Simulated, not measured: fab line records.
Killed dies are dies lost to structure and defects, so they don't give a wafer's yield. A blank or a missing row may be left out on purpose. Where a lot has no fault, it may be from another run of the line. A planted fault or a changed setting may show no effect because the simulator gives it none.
fab line records	flow ritCmos
record: lots: 7	wafers: 21	lastDay: 6
route steps=202 shown GATE@89 REOX@98 NLDD@103 PLDD@114 SPACER@125 M1@202
lots with no fault: from the same line, run without faults
startH: the number of hours between the record's first day and the start of the first shown wafer of the lot	waitH: time in hours since the lot's previous step	" same as the row above	L1.1+2: a row that stands for several wafers	- no value, or no start was given	* or withheld: withheld	< > ~ a bound
route shown NAME@n: NAME is a module with steps in the file, n the number in the route of the first one	usual: average and standard deviation across the fault-free wafers	same: alike in all rows	chamber/n: place in a boat	sites: per-site readings	_std_site: how widely they spread, as a standard deviation	_edge_site: inner sites' mean taken away from outer sites' mean	radiusMm: how far each site lies from the wafer's centre	mask NAME#n: copy n	behind: the tool/chamber that last shaped the wafer	hold: the reason the lot was held/the length of the hold in hours/how it ended	device: which transistor (n, p or np) failed to switch	end of line: tests run on the same wafers once the route is complete	for a step that has no rows: nothing shown but its recipe	killed: the dies lost at the first sort to structure and to defects; this is not the yield of the wafer	map: per-die view of a wafer (x killed, . not killed, _ where there is no die)
set.NAME: the run value of the setting; set.NAME@STEP: its run value at that earlier step	model.NAME: the simulator's own value behind a step, which no gauge read
lots at some steps of the route; a table a step, a row a wafer
services: a tool's chamber out of use, with start hour (startH, from the record's first day; less than 0 if before it), hours out, and reason
== steps ==
step: RIT_GATE_EXPOSE_13
recipe: maskId: M6	na: 0.6	sourceShape: conventional	sigmaOuter: 0.6	targetCdNm: 150	doseMj: 380
step: RIT_GATE_PEB_14
recipe: resist: NOVOLAK	tempC: withheld	timeS: withheld
step: RIT_GATE_DEVELOP_15
recipe: resist: NOVOLAK	developTimeS: 51.16	devTempC: 23
step: RIT_GATE_CD_MEAS_16
recipe: targetCdNm: 150
usual: cdNm: 147.7/2.5
lot.wafer	tool	chamber	startH	waitH	cdNm
L230.1	cdSem-02	-	58.61	-	147.7
L230.3	"	-	"	"	147.2
L230.6	"	-	"	"	146.3
L231.1	cdSem-02	-	63.68	-	143.6
L231.4	"	-	"	"	143.3
L231.5	"	-	"	"	144.0
L232.4	cdSem-02	-	66.71	-	149.3
L232.5	"	-	"	"	151.5
L232.6	"	-	"	"	148.7
L233.2	cdSem-02	-	71.61	-	146.4
L233.4	"	-	"	"	144.7
L233.6	"	-	"	"	146.5
L234.4	cdSem-01	-	76.47	-	146.0
L234.5	"	-	"	"	147.6
L234.6	"	-	"	"	148.1
L235.1	cdSem-02	-	82.37	-	149.1
L235.4	"	-	"	"	150.0
L235.5	"	-	"	"	151.3
L244.2	cdSem-02	-	132.38	-	144.0
L244.3	"	-	"	"	144.2
L244.5	"	-	"	"	144.5
step: RIT_GATE_OVL_MEAS_17
usual: GATE_OVL: 0.2/1.7
lot.wafer	tool	chamber	startH	waitH	GATE_OVL[nm]
L230.1	overlay-01	-	58.73	0.1	2.5
L230.3	"	-	"	"	0.7
L230.6	"	-	"	"	0.8
L231.1	overlay-01	-	63.80	0.1	-0.6
L231.4	"	-	"	"	-2.2
L231.5	"	-	"	"	-1.1
L232.4	overlay-01	-	66.79	0.1	-0.5
L232.5	"	-	"	"	-0.3
L232.6	"	-	"	"	-1.3
L233.2	overlay-01	-	71.72	0.1	0.3
L233.4	"	-	"	"	0.6
L233.6	"	-	"	"	-1.0
L234.4	overlay-01	-	76.55	0.1	-0.5
L234.5	"	-	"	"	-0.9
L234.6	"	-	"	"	-2.1
L235.1	overlay-02	-	82.49	0.1	1.1
L235.4	"	-	"	"	0.7
L235.5	"	-	"	"	-0.5
L244.2	overlay-02	-	132.49	0.1	-1.9
L244.3	"	-	"	"	1.1
L244.5	"	-	"	"	3.1
step: RIT_GATE_HARDBAKE_18
recipe: resist: NOVOLAK	tempC: 140	timeS: 60
step: RIT_GATE_ETCH_19
recipe: chemistry: SF6/CHF3/O2	timeS: 165	SF6_flow_sccm: 30	CHF3_flow_sccm: 30	O2_flow_sccm: 5	target: poly-Si	pressureMtorr: 40	rfW: 160	targetDepthA: 3125	overEtchFrac: 0.25	stopOn: SiO2
usual: drypumpMotorCurrentA: 6.0/0.57	oesProductAu: 0.853/0.014	throttleValvePct: 10.29/0.13
lot.wafer	tool	chamber	startH	waitH	drypumpMotorCurrentA	oesProductAu	rfHoursCounterH	throttleValvePct
L230.1	rieSi-01	0	58.91	0.1	5.4	0.837	116	10.52
L230.3	"	3	"	"	4.9	0.850	53	10.36
L230.6	"	0	"	"	5.4	0.835	-	10.51
L231.1	rieSi-02	1	63.98	0.1	5.7	0.861	158	10.23
L231.4	"	0	"	"	6.2	0.875	133	10.10
L231.5	"	0	"	"	6.3	0.881	-	10.10
L232.4	rieSi-01	1	66.96	0.1	6.3	0.832	135	10.47
L232.5	"	3	"	"	4.9	0.846	-	10.36
L232.6	"	2	"	"	6.5	0.842	-	10.26
L233.2	rieSi-02	1	71.90	0.1	5.7	0.857	158	10.22
L233.4	"	3	"	"	6.6	0.865	91	10.17
L233.6	"	3	"	"	6.6	0.868	-	10.17
L234.4	rieSi-01	0	76.71	0.1	5.4	0.835	116	10.52
L234.5	"	2	"	"	6.5	0.841	-	10.24
L234.6	"	1	"	"	6.3	0.836	-	10.48
L235.1	rieSi-02	3	82.68	0.1	6.7	0.865	91	10.15
L235.4	"	2	"	"	5.6	0.864	-	10.26
L235.5	"	0	"	"	6.2	0.874	-	10.08
L244.2	rieSi-01	1	132.67	0.1	6.3	0.843	136	10.48
L244.3	"	0	"	"	5.4	0.830	117	10.53
L244.5	"	1	"	"	6.3	0.827	-	10.46
step: RIT_GATE_STRIP_20
recipe: chemistry: O2	timeS: 180	resist: NOVOLAK	platenTempC: withheld	powerW: 500	pressureMtorr: 4000	o2FlowSccm: 4000
usual: drypumpMotorCurrentA: 5.6/0.35
lot.wafer	tool	chamber	startH	waitH	drypumpMotorCurrentA	rfHoursCounterH
L230.1	plasmaAsher-01	1	59.02	0.1	5.9	43
L230.3	"	1	"	"	5.9	-
L230.6	"	1	"	"	6.0	-
L231.1	plasmaAsher-01	1	64.09	0.1	5.9	43
L231.4	"	1	"	"	5.9	-
L231.5	"	0	"	"	5.1	-
L232.4	plasmaAsher-03	1	67.12	0.1	5.9	-
L232.5	"	0	"	"	5.0	-
L232.6	"	1	"	"	5.9	-
L233.2	plasmaAsher-01	0	72.00	0.1	5.1	44
L233.4	"	0	"	"	5.1	-
L233.6	"	0	"	"	5.1	-
L234.4	plasmaAsher-01	0	76.88	0.1	5.1	-
L234.5	"	1	"	"	5.9	-
L234.6	"	0	"	"	5.1	-
L235.1	plasmaAsher-02	1	82.78	0.1	5.7	29
L235.4	"	0	"	"	5.6	-
L235.5	"	0	"	"	5.6	-
L244.2	plasmaAsher-02	1	132.78	0.1	5.7	33
L244.3	"	0	"	"	5.6	-
L244.5	"	0	"	"	5.6	-
step: RIT_GATE_CD_MEAS_90
recipe: targetCdNm: 150
usual: cdNm: 147.7/2.5
lot.wafer	tool	chamber	startH	waitH	cdNm
L230.1	cdSem-02	-	59.28	0.2	147.5
L230.3	"	-	"	"	147.1
L230.6	"	-	"	"	146.1
L231.1	cdSem-02	-	64.26	0.1	143.6
L231.4	"	-	"	"	143.5
L231.5	"	-	"	"	143.7
L232.4	cdSem-01	-	67.32	0.1	149.4
L232.5	"	-	"	"	152.0
L232.6	"	-	"	"	149.2
L233.2	cdSem-01	-	72.20	0.1	146.0
L233.4	"	-	"	"	144.7
L233.6	"	-	"	"	146.7
L234.4	cdSem-01	-	77.06	0.1	146.2
L234.5	"	-	"	"	147.8
L234.6	"	-	"	"	147.9
L235.1	cdSem-01	-	82.96	0.1	148.8
L235.4	"	-	"	"	149.8
L235.5	"	-	"	"	150.7
L244.2	cdSem-01	-	132.97	0.1	144.3
L244.3	"	-	"	"	144.4
L244.5	"	-	"	"	144.2
step: RIT_REOX_CLEAN_00
recipe: chemistry: SC1	mix: 3:3:50	timeS: 600	tempC: 75
step: RIT_REOX_CLEAN_01
recipe: chemistry: dHF	dilution: 50:1	timeS: 30
step: RIT_REOX_CLEAN_02
recipe: chemistry: SC2	mix: 3:3:50	timeS: 600	tempC: 75	dry: n2Spin
step: RIT_REOX_OXIDATION_03
recipe: tempC: 900	ambient: O2	targetThkA: 252	oxTimeS: 5580
usual: spikeTcCentreC: 903.6/1.3	spikeTcLoadC: 924.3/2.7	spikeTcSourceC: 921.0/2.6	tubeCenterTempC: 900/0.082	tube_center_temp_C_max: 902.3/0.38	zonePowerLoadPct: 31.0/2.8
lot.wafer	tool	chamber	startH	waitH	spikeTcCentreC	spikeTcLoadC	spikeTcSourceC	tubeCenterTempC	tube_center_temp_C_max	zonePowerLoadPct	model.SiO2_of_REOX_OXIDATION_03.thkNm
L230.1	furnace-03	0	59.77	0.0	902.2	926.7	918.4	900.01	901.7	29.5	24.15
L230.3	"	0	"	"	903.0	926.1	920.3	900.13	903.0	29.3	24.51
L230.6	"	0	"	"	902.7	925.8	918.7	900.1	902.5	29.5	24.66
L231.1	furnace-01	0	64.75	0.0	903.2	920.5	921.6	899.89	901.8	33.1	25.23
L231.4	"	0	"	"	903.0	921.8	919.9	900.11	902.6	33.5	25
L231.5	"	0	"	"	904.8	921.5	921.7	900.03	902.5	33.8	24.89
L232.4	furnace-01	0	67.75	0.0	919.1	937.8	935.7	915	917.1	35.5	28.97
L232.5	"	0	"	"	920.4	937.0	935.2	914.88	917.5	34.6	29.06
L232.6	"	0	"	"	918.1	934.5	937.0	915.1	917.5	34.6	28.9
L233.2	furnace-01	0	72.67	0.0	918.7	935.8	936.2	915	917.3	34.7	28.81
L233.4	"	0	"	"	919.9	938.1	935.6	914.93	917.4	34.7	28.63
L233.6	"	0	"	"	918.0	937.1	935.4	915.1	917.0	34.5	28.78
L234.4	furnace-03	0	77.48	0.0	901.1	924.9	917.8	899.95	901.9	28.9	24.83
L234.5	"	0	"	"	903.1	925.1	920.2	900.14	903.1	30.1	24.38
L234.6	"	0	"	"	903.6	927.0	919.1	899.99	902.4	28.9	24.54
L235.1	furnace-01	0	83.46	0.0	918.3	935.9	934.6	915.09	917.7	34.9	29.18
L235.4	"	0	"	"	919.0	938.1	937.3	914.86	916.6	35.1	29.21
L235.5	"	0	"	"	918.3	938.2	937.1	914.93	917.0	35.0	29.41
L244.2	furnace-03	0	133.44	0.0	903.0	926.0	918.4	899.93	902.9	29.2	25.19
L244.3	"	0	"	"	902.2	925.9	919.0	899.99	902.1	29.5	25.04
L244.5	"	0	"	"	901.6	927.5	919.9	899.98	902.4	29.0	24.74
step: RIT_REOX_THK_MEAS_04
recipe: reads: SiO2_of_REOX_OXIDATION_03
usual: REOX_OXIDE_THK: 25.0/0.47
lot.wafer	tool	chamber	startH	waitH	REOX_OXIDE_THK[nm]
L230.1	filmMetro-02	-	62.32	0.0	24.1
L230.3	"	-	"	"	24.5
L230.6	"	-	"	"	24.7
L231.1	filmMetro-04	-	67.30	0.0	25.2
L231.4	"	-	"	"	25.0
L231.5	"	-	"	"	24.9
L232.4	filmMetro-04	-	70.33	0.0	29.0
L232.5	"	-	"	"	29.1
L232.6	"	-	"	"	28.9
L233.2	filmMetro-03	-	75.23	0.0	28.8
L233.4	"	-	"	"	28.6
L233.6	"	-	"	"	28.8
L234.4	filmMetro-03	-	80.06	0.0	24.8
L234.5	"	-	"	"	24.4
L234.6	"	-	"	"	24.5
L235.1	filmMetro-04	-	86.01	0.0	29.2
L235.4	"	-	"	"	29.2
L235.5	"	-	"	"	29.3
L244.2	filmMetro-02	-	136.00	0.0	25.2
L244.3	"	-	"	"	25.0
L244.5	"	-	"	"	24.7
step: RIT_NLDD_HMDS_00
recipe: primeTimeS: 60	primeTempC: 140
step: RIT_NLDD_COAT_01
recipe: resist: NOVOLAK	spinRpm: 3250	resistThkNm: 1000
step: RIT_NLDD_SOFTBAKE_02
recipe: resist: NOVOLAK	tempC: 90	timeS: 60
step: RIT_NLDD_EXPOSE_03
recipe: maskId: M7	na: 0.57	targetCdNm: 40700	doseMj: 250
step: RIT_NLDD_PEB_04
recipe: resist: NOVOLAK	tempC: withheld	timeS: withheld
step: RIT_NLDD_DEVELOP_05
recipe: resist: NOVOLAK	developTimeS: 47.73	devTempC: 23
step: RIT_NLDD_OVL_MEAS_06
usual: NLDD_OVL: -1.9/1.6
lot.wafer	tool	chamber	startH	waitH	NLDD_OVL[nm]
L230.1	overlay-01	-	63.23	-	-5.1
L230.3	"	-	"	"	-4.3
L230.6	"	-	"	"	-5.4
L231.1	overlay-01	-	68.21	-	-2.5
L231.4	"	-	"	"	-2.0
L231.5	"	-	"	"	-2.0
L232.4	overlay-02	-	71.47	-	0.0
L232.5	"	-	"	"	-1.6
L232.6	"	-	"	"	-1.7
L233.2	overlay-02	-	76.13	-	-1.3
L233.4	"	-	"	"	-1.3
L233.6	"	-	"	"	-1.5
L234.4	overlay-02	-	81.09	-	0.3
L234.5	"	-	"	"	0.0
L234.6	"	-	"	"	-0.2
L235.1	overlay-02	-	87.24	-	0.5
L235.4	"	-	"	"	0.1
L235.5	"	-	"	"	1.5
L244.2	overlay-02	-	136.91	-	-4.9
L244.3	"	-	"	"	-6.7
L244.5	"	-	"	"	-2.2
step: RIT_NLDD_HARDBAKE_07
recipe: resist: NOVOLAK	tempC: 140	timeS: 60
step: RIT_NLDD_IMPLANT_08
recipe: species: P	energyKev: 20	doseCm2: 5e+14	tiltDeg: 7
step: RIT_NLDD_STRIP_09
recipe: chemistry: O2	timeS: 180	resist: NOVOLAK	platenTempC: withheld	powerW: 500	pressureMtorr: 4000	o2FlowSccm: 4000
usual: drypumpMotorCurrentA: 5.5/0.45
lot.wafer	tool	chamber	startH	waitH	drypumpMotorCurrentA	rfHoursCounterH
L230.1	plasmaAsher-02	1	63.56	0.1	5.7	27
L230.3	"	1	"	"	5.7	-
L230.6	"	1	"	"	5.7	-
L231.1	plasmaAsher-04	1	68.55	0.1	6.1	43
L231.4	"	0	"	"	4.9	-
L231.5	"	1	"	"	6.1	-
L232.4	plasmaAsher-02	1	71.85	0.1	5.7	-
L232.5	"	0	"	"	5.6	-
L232.6	"	1	"	"	5.7	-
L233.2	plasmaAsher-02	0	76.55	0.1	5.6	28
L233.4	"	0	"	"	5.6	-
L233.6	"	1	"	"	5.7	-
L234.4	plasmaAsher-04	0	81.61	0.1	4.9	-
L234.5	"	0	"	"	5.0	-
L234.6	"	1	"	"	6.1	-
L235.1	plasmaAsher-01	0	87.58	0.1	5.1	46
L235.4	"	0	"	"	5.1	-
L235.5	"	1	"	"	5.9	-
L244.2	plasmaAsher-04	0	137.24	0.1	5.0	51
L244.3	"	0	"	"	4.9	-
L244.5	"	0	"	"	5.0	-
step: RIT_NLDD_TW_MEAS_10
usual: NLDD_TW: 2503/19
lot.wafer	tool	chamber	startH	waitH	NLDD_TW
L230.1	filmMetro-02	-	63.74	0.1	2485
L230.3	"	-	"	"	2478
L230.6	"	-	"	"	2482
L231.1	filmMetro-04	-	68.72	0.1	2503
L231.4	"	-	"	"	2492
L231.5	"	-	"	"	2515
L232.4	filmMetro-02	-	72.00	0.1	2498
L232.5	"	-	"	"	2490
L232.6	"	-	"	"	2502
L233.2	filmMetro-01	-	76.73	0.1	2519
L233.4	"	-	"	"	2524
L233.6	"	-	"	"	2527
L234.4	filmMetro-04	-	81.76	0.1	2502
L234.5	"	-	"	"	2499
L234.6	"	-	"	"	2508
L235.1	filmMetro-01	-	87.76	0.1	2532
L235.4	"	-	"	"	2535
L235.5	"	-	"	"	2535
L244.2	filmMetro-01	-	137.42	0.1	2504
L244.3	"	-	"	"	2527
L244.5	"	-	"	"	2522
step: RIT_PLDD_HMDS_00
recipe: primeTimeS: 60	primeTempC: 140
step: RIT_PLDD_COAT_01
recipe: resist: NOVOLAK	spinRpm: 3250	resistThkNm: 1000
step: RIT_PLDD_SOFTBAKE_02
recipe: resist: NOVOLAK	tempC: 90	timeS: 60
step: RIT_PLDD_EXPOSE_03
recipe: maskId: M8	na: 0.57	targetCdNm: 40900	doseMj: 250
step: RIT_PLDD_PEB_04
recipe: resist: NOVOLAK	tempC: withheld	timeS: withheld
step: RIT_PLDD_DEVELOP_05
recipe: resist: NOVOLAK	developTimeS: 50	devTempC: 23
step: RIT_PLDD_OVL_MEAS_06
usual: PLDD_OVL: -1.3/1.4
lot.wafer	tool	chamber	startH	waitH	PLDD_OVL[nm]
L230.1	overlay-01	-	64.65	-	0.1
L230.3	"	-	"	"	0.2
L230.6	"	-	"	"	-1.9
L231.1	overlay-02	-	69.85	-	-0.9
L231.4	"	-	"	"	2.9
L231.5	"	-	"	"	0.6
L232.4	overlay-02	-	73.02	-	-0.3
L232.5	"	-	"	"	-0.2
L232.6	"	-	"	"	-0.9
L233.2	overlay-01	-	77.76	-	-0.5
L233.4	"	-	"	"	-0.7
L233.6	"	-	"	"	0.4
L234.4	overlay-01	-	82.80	-	-3.6
L234.5	"	-	"	"	-0.6
L234.6	"	-	"	"	-0.8
L235.1	overlay-02	-	88.71	-	-0.1
L235.4	"	-	"	"	1.2
L235.5	"	-	"	"	-0.6
L244.2	overlay-02	-	138.45	-	-1.9
L244.3	"	-	"	"	-0.4
L244.5	"	-	"	"	-3.4
step: RIT_PLDD_HARDBAKE_07
recipe: resist: NOVOLAK	tempC: 140	timeS: 60
step: RIT_PLDD_IMPLANT_08
recipe: species: BF2	energyKev: 20	doseCm2: 9.194e+14	tiltDeg: 7
step: RIT_PLDD_STRIP_09
recipe: chemistry: O2	timeS: 180	resist: NOVOLAK	platenTempC: withheld	powerW: 500	pressureMtorr: 4000	o2FlowSccm: 4000
usual: drypumpMotorCurrentA: 5.6/0.44
lot.wafer	tool	chamber	startH	waitH	drypumpMotorCurrentA	rfHoursCounterH
L230.1	plasmaAsher-02	1	64.99	0.1	5.7	27
L230.3	"	1	"	"	5.7	-
L230.6	"	1	"	"	5.7	-
L231.1	plasmaAsher-03	0	70.19	0.1	5.0	40
L231.4	"	0	"	"	5.0	-
L231.5	"	0	"	"	5.0	-
L232.4	plasmaAsher-04	0	73.40	0.1	4.9	-
L232.5	"	0	"	"	4.9	-
L232.6	"	1	"	"	6.1	-
L233.2	plasmaAsher-02	1	78.09	0.1	5.7	28
L233.4	"	0	"	"	5.6	-
L233.6	"	0	"	"	5.6	-
L234.4	plasmaAsher-04	1	83.18	0.1	6.1	-
L234.5	"	0	"	"	5.0	-
L234.6	"	1	"	"	6.0	-
L235.1	plasmaAsher-04	1	89.05	0.1	6.0	46
L235.4	"	0	"	"	5.0	-
L235.5	"	1	"	"	6.0	-
L244.2	plasmaAsher-04	1	138.78	0.1	6.1	51
L244.3	"	1	"	"	6.1	-
L244.5	"	0	"	"	5.0	-
step: RIT_PLDD_TW_MEAS_10
usual: PLDD_TW: 2370/15
lot.wafer	tool	chamber	startH	waitH	PLDD_TW
L230.1	filmMetro-04	-	65.16	0.1	2376
L230.3	"	-	"	"	2376
L230.6	"	-	"	"	2371
L231.1	filmMetro-02	-	70.36	0.1	2347
L231.4	"	-	"	"	2343
L231.5	"	-	"	"	2350
L232.4	filmMetro-04	-	73.54	0.1	2357
L232.5	"	-	"	"	2371
L232.6	"	-	"	"	2368
L233.2	filmMetro-04	-	78.28	0.1	2359
L233.4	"	-	"	"	2365
L233.6	"	-	"	"	2382
L234.4	filmMetro-04	-	83.32	0.1	2368
L234.5	"	-	"	"	2361
L234.6	"	-	"	"	2375
L235.1	filmMetro-04	-	89.22	0.1	2374
L235.4	"	-	"	"	2381
L235.5	"	-	"	"	2383
L244.2	filmMetro-04	-	138.97	0.1	2347
L244.3	"	-	"	"	2358
L244.5	"	-	"	"	2354
step: RIT_SPACER_CLEAN_00
recipe: chemistry: SC1	mix: 3:3:50	timeS: 600	tempC: 75
lot.wafer	tool	chamber	startH	waitH	model.SiO2_of_REOX_OXIDATION_03.thkNm
L230.1	wetBench-01	2	65.22	0.1	22.27
L230.3	"	2	"	"	22.61
L230.6	"	2	"	"	22.74
L231.1	wetBench-01	1	70.42	0.1	23.29
L231.4	"	1	"	"	23.08
L231.5	"	1	"	"	22.97
L232.4	wetBench-02	2	73.57	0.0	26.75
L232.5	"	2	"	"	26.83
L232.6	"	2	"	"	26.69
L233.2	wetBench-04	2	78.33	0.0	26.59
L233.4	"	2	"	"	26.42
L233.6	"	2	"	"	26.57
L234.4	wetBench-01	0	83.35	0.0	22.92
L234.5	"	0	"	"	22.51
L234.6	"	0	"	"	22.65
L235.1	wetBench-02	1	89.28	0.1	26.92
L235.4	"	1	"	"	26.94
L235.5	"	1	"	"	27.12
L244.2	wetBench-02	1	139.02	0.0	23.3
L244.3	"	1	"	"	23.16
L244.5	"	1	"	"	22.88
step: RIT_SPACER_CLEAN_01
recipe: chemistry: dHF	dilution: 50:1	timeS: 30
step: RIT_M1_PROBE_99
usual: killed_at_M0_to_M3: 0.0/0.16	killedAtContacts: 0.1/0.24	killedAtFrontEnd: 6.7/2.9	killedDies: 6.8/2.9	killedOpen: 3.5/1.8	killedShort: 3.3/2.1
same: grossDies: 264	killed_at_M4_up: 0	killedAtBackSide: 0	killedAtOther: 0
lot.wafer	tool	chamber	startH	waitH	killed_at_M0_to_M3	killedAtContacts	killedAtFrontEnd	killedDies	killedOpen	killedShort	model.etest.pmosTurned.rOnOhmUm	model.etest.pmos_0p3.rOnOhmUm	model.etest.pmos_0p15.rOnOhmUm	model.etest.pldd.rsOhmSq	model.etest.nmos_0p3.rOnOhmUm	model.etest.nmos_0p15.rOnOhmUm	model.etest.nmosTurned.driveUaUm	model.etest.nldd.rsOhmSq
L230.1	prober-02	-	78.41	0.1	0	1	9	10	4	6	3255	6033	2610	470.7	2092	1072	355.4	349.4
L230.3	prober-02	-	78.51	0.2	0	0	2	2	0	2	3318	6128	2694	491.9	2129	1108	347.2	356.2
L230.6	prober-02	-	78.66	0.2	0	0	9	9	5	4	3315	6230	2685	501.1	2130	1089	353.8	357.3
L231.1	prober-01	-	84.30	0.1	0	0	5	5	2	3	3212	6038	2538	475.9	2100	1065	347.8	363.6
L231.4	prober-01	-	84.45	0.2	0	0	2	2	2	0	3144	5976	2504	463.5	2076	1040	352	360.8
L231.5	prober-01	-	84.50	0.2	1	1	7	9	2	7	3171	6010	2544	462.3	2110	1050	353.8	360.4
L232.4	prober-02	-	87.40	0.2	0	0	4	4	3	1	4233	6546	3112	763.8	2232	1237	230.9	476.5
L232.5	prober-02	-	87.45	0.2	0	0	6	6	2	4	4300	6566	3177	773.8	2280	1274	223.2	482.2
L232.6	prober-02	-	87.50	0.2	0	0	6	6	2	4	4083	6378	3036	753.9	2209	1217	234.4	473.4
L233.2	prober-01	-	92.12	0.1	0	0	6	6	3	3	4612	6796	3255	837.1	2318	1269	222.5	471.8
L233.4	prober-01	-	92.22	0.2	0	0	4	4	3	1	4377	6614	3172	813.2	2251	1238	229.7	465.9
L233.6	prober-01	-	92.32	0.2	0	0	6	6	3	3	4530	6733	3239	841.1	2304	1272	227	472.9
L234.4	prober-02	-	96.89	0.2	0	0	6	6	4	2	3171	6021	2568	478.7	2082	1064	346.1	365.4
L234.5	prober-02	-	96.94	0.2	0	0	15	15	7	8	3228	6101	2614	459.2	2136	1094	349.3	356.9
L234.6	prober-02	-	96.99	0.2	0	0	6	6	3	3	3187	6056	2603	466.6	2104	1071	352.7	360
L235.1	prober-01	-	102.89	0.1	0	0	4	4	2	2	4223	6624	3095	740.3	2273	1249	221.9	482.5
L235.4	prober-01	-	103.04	0.2	0	0	6	6	5	1	4242	6637	3170	735.4	2320	1305	218.1	479.9
L235.5	prober-01	-	103.09	0.2	0	0	7	7	3	4	4344	6795	3216	760.5	2328	1290	211.2	488.5
L244.2	prober-01	-	153.82	0.1	0	0	7	7	3	4	3268	6108	2587	494.4	2146	1117	319.8	388.6
L244.3	prober-01	-	153.87	0.2	0	0	8	8	2	6	3238	6096	2591	485.2	2173	1116	326	385.1
L244.5	prober-01	-	153.97	0.2	0	0	13	13	8	5	3184	6100	2533	473.2	2129	1077	332.3	376.7
killed by level:class
L230.1 REOX:geometricParticle:short=2 SPACER:geometricParticle:short=2 FOX1:geometricParticle:open=1 GATE:geometricParticle:short=1 GATE:geometricParticle:open=1 SPACER:geometricParticle:open=1 SILICIDE:geometricParticle:short=1 CONTACT:geometricParticle:open=1
L230.3 REOX:geometricParticle:short=1 SPACER:geometricParticle:short=1
L230.6 GATE:geometricParticle:open=2 REOX:geometricParticle:short=2 REOX:geometricParticle:open=2 GATE:geometricParticle:short=1 SPACER:geometricParticle:short=1 SPACER:geometricParticle:open=1
L231.1 REOX:geometricParticle:open=2 FOX1:geometricParticle:short=1 FOX2:geometricParticle:short=1 GATE:geometricParticle:short=1
L231.4 GATE:geometricParticle:open=2
L231.5 FOX1:geometricParticle:short=2 SILICIDE:geometricParticle:short=2 GATE:geometricParticle:short=1 SPACER:geometricParticle:short=1 SILICIDE:geometricParticle:open=1 CONTACT:geometricParticle:open=1 M1:geometricParticle:short=1
L232.4 FOX2:geometricParticle:open=1 GATE:geometricParticle:short=1 SPACER:geometricParticle:open=1 SILICIDE:geometricParticle:open=1
L232.5 FOX1:geometricParticle:short=1 FOX2:geometricParticle:open=1 GATE:geometricParticle:short=1 GATE:geometricParticle:open=1 REOX:geometricParticle:short=1 SILICIDE:geometricParticle:short=1
L232.6 REOX:geometricParticle:short=2 GATE:geometricParticle:open=1 GATE:geometricParticle:short=1 REOX:geometricParticle:open=1 SILICIDE:geometricParticle:short=1
L233.2 SPACER:geometricParticle:short=2 GATE:geometricParticle:short=1 GATE:geometricParticle:open=1 REOX:geometricParticle:open=1 SPACER:geometricParticle:open=1
L233.4 GATE:geometricParticle:open=2 FOX1:geometricParticle:short=1 SILICIDE:geometricParticle:open=1
L233.6 SILICIDE:geometricParticle:short=2 FOX1:geometricParticle:open=1 FOX2:geometricParticle:short=1 GATE:geometricParticle:open=1 SILICIDE:geometricParticle:open=1
L234.4 GATE:geometricParticle:open=2 REOX:geometricParticle:short=2 SILICIDE:geometricParticle:open=2
L234.5 REOX:geometricParticle:short=4 GATE:geometricParticle:short=3 GATE:geometricParticle:open=3 REOX:geometricParticle:open=2 FOX2:geometricParticle:open=1 SILICIDE:geometricParticle:short=1 SILICIDE:geometricParticle:open=1
L234.6 GATE:geometricParticle:short=2 FOX1:geometricParticle:open=1 GATE:geometricParticle:open=1 REOX:geometricParticle:short=1 REOX:geometricParticle:open=1
L235.1 GATE:geometricParticle:short=2 GATE:geometricParticle:open=1 REOX:geometricParticle:open=1
L235.4 FOX1:geometricParticle:open=2 GATE:geometricParticle:open=2 FOX1:geometricParticle:short=1 FOX2:geometricParticle:open=1
L235.5 GATE:geometricParticle:short=4 FOX1:geometricParticle:open=1 GATE:geometricParticle:open=1 SPACER:geometricParticle:open=1
L244.2 REOX:geometricParticle:open=2 SPACER:geometricParticle:short=2 GATE:geometricParticle:short=1 GATE:geometricParticle:open=1 REOX:geometricParticle:short=1
L244.3 GATE:geometricParticle:open=2 FOX1:geometricParticle:short=1 FOX2:geometricParticle:short=1 GATE:geometricParticle:short=1 REOX:geometricParticle:short=1 SPACER:geometricParticle:short=1 SILICIDE:geometricParticle:short=1
L244.5 GATE:geometricParticle:open=4 GATE:geometricParticle:short=3 SPACER:geometricParticle:open=3 FOX1:geometricParticle:open=1 SPACER:geometricParticle:short=1 SILICIDE:geometricParticle:short=1
== services ==
tool	chamber	startH	hours	kind
rieSi-01	0	40.14	7.6	repair
rieSi-02	1	73.90	-	clean
rieSi-02	1	73.90	14.7	scheduledDown
rieSi-02	1	73.90	14.7	ventCycle
rieSi-02	-	86.49	2.8	pm
plasmaAsher-02	-	86.70	8.5	repair
rieSi-02	-	93.40	0.1	repair
furnace-01	-	98.39	2.6	pm
wetBench-04	-	98.42	3.7	repair
furnace-03	-	102.05	5.5	pm
plasmaAsher-02	-	108.22	1.9	repair
plasmaAsher-03	-	108.75	9.0	pm
plasmaAsher-03	0	108.75	9.0	ventCycle
plasmaAsher-03	1	108.75	9.0	ventCycle
furnace-01	-	112.59	1.3	pm
furnace-03	-	114.67	3.3	pm
plasmaAsher-01	-	115.41	1.7	repair
plasmaAsher-03	0	117.75	-	clean
plasmaAsher-03	1	117.75	-	clean
plasmaAsher-04	-	119.81	1.1	repair
plasmaAsher-03	-	129.50	4.1	repair
plasmaAsher-03	-	135.38	6.6	repair
== key ==
firstSign: step: RIT_REOX_OXIDATION_03	reading: tubeCenterTempC	direction: up	sigmas: 99+	usual: *	struck: *
effect: step: RIT_REOX_OXIDATION_03	reading: tube_center_temp_C_max	direction: up	sigmas: 40	usual: *	struck: *
effect: step: RIT_REOX_THK_MEAS_04	reading: REOX_OXIDE_THK	direction: up	sigmas: 8.5	usual: 25.0	struck: 29.0
modelEffect: step: RIT_REOX_OXIDATION_03	value: SiO2_of_REOX_OXIDATION_03.thkNm	without: 24.86	struck: 29
modelEffect: step: RIT_SPACER_CLEAN_00	value: SiO2_of_REOX_OXIDATION_03.thkNm	without: 22.94	struck: 26.76
modelEffect: step: RIT_M1_PROBE_99	value: etest.pmosTurned.rOnOhmUm	without: 3298	struck: 4327
metAt RIT_REOX_OXIDATION_03
struckWafers L232.4,L232.5,L232.6,L233.2,L233.4,L233.6,L235.1,L235.4,L235.5
testerLeftOut L232,L233,L235
fault: kind: processParameterDrift	tool: furnace-01	chamber: -	onsetH: 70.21	steps: RIT_REOX_OXIDATION_03	channel: tempC	offset: *	shape: step	endH: 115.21	actsIn: *	stated: *
testerLeftOut: of these lots the tester's yield and bins aren't shown, on N5 and GAA mostly nor the transistor test; their killed dies are dies lost to structure and defects alone, not to doping, threshold or leakage, so they don't give the yield
